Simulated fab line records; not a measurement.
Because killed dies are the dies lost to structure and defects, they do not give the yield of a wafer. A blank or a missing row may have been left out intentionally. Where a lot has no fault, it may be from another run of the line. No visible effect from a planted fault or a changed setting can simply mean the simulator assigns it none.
Comparing a struck lot with a sound one | flow rit cmos | 13 out of 202 route steps
Sound: wafers L488.1, L488.3, L488.4. Wafers L480.3, L480.4, L480.5 were the ones struck. The cause comes at the end.
Each step with rows lists, per side, the tool, then ch with its chambers, then its first start. Under that, the readings that differ: sound wafers | struck wafers | difference of the means | sigmas: that difference in standard deviations of wafers without a fault.
alike: readings whose means differ by less than 2 such deviations, and words and numbers that are the same on both sides. not compared: withheld readings, readings that some wafer has no value for, bounds like >300 that may hide the same value, and numbers for which the record gives no deviation and whose values overlap.
The two part at a step that has a row with sigmas, a row that says differs or no value, or rows on one side only. When numbers do not overlap yet have no deviation, they are printed without sigmas and do not part them. Lack of a reading on every wafer of one side parts them only where that side has two or more wafers.

first, 4 steps without rows for these wafers: RIT_PSD_SOFTBAKE_02 (time 60 s); RIT_PSD_EXPOSE_03 (exposes mask M10, target cd 40900 nm); RIT_PSD_PEB_04; RIT_PSD_DEVELOP_05 (develop time 50 s).
RIT_PSD_OVL_MEAS_06:
  struck on overlay-01, day 4 01:44; sound on overlay-02, day 5 19:02
  reading      | sound       | struck         | difference | sigmas
  PSD_OVL (nm) | 2.2 1.4 4.4 | -1.8 -0.6 -1.7 | -4.0       | -3
then, 2 steps without rows for these wafers: RIT_PSD_HARDBAKE_07 (time 60 s); RIT_PSD_IMPLANT_08.
RIT_PSD_STRIP_09: strips in O2, time 180 s.
  sound on plasma asher-04 ch 0,1, day 5 19:23; struck on plasma asher-04 ch 0,1, day 4 02:07
  alike: drypump motor current A
  not compared: rf hours counter h
RIT_PSD_TW_MEAS_10:
  struck on film metro-04, day 4 02:16; sound on film metro-01, day 5 19:34
  alike: PSD_TW
then, 3 steps without rows for these wafers: RIT_SDANNEAL_CLEAN_00 (cleans in SC1, time 600 s); RIT_SDANNEAL_CLEAN_01 (cleans in dHF, time 30 s); RIT_SDANNEAL_CLEAN_02 (cleans in SC2, time 600 s).
RIT_SDANNEAL_RTA_03: time 5 s.
  sound on rtp anneal-02 ch 0, day 5 19:59; struck on rtp anneal-02, day 4 02:41
  no value came back on the struck wafers for anneal temp c max, chamber o2 ppm, ramp down c per s, wafer_temp_C_max; on the sound wafers anneal temp c max reads 1057.2 1055.7 1058.0

WHERE THEY PART
Last at RIT_SDANNEAL_RTA_03 as far as this record goes, first at RIT_PSD_OVL_MEAS_06.

WHY: what had been put in by the simulator
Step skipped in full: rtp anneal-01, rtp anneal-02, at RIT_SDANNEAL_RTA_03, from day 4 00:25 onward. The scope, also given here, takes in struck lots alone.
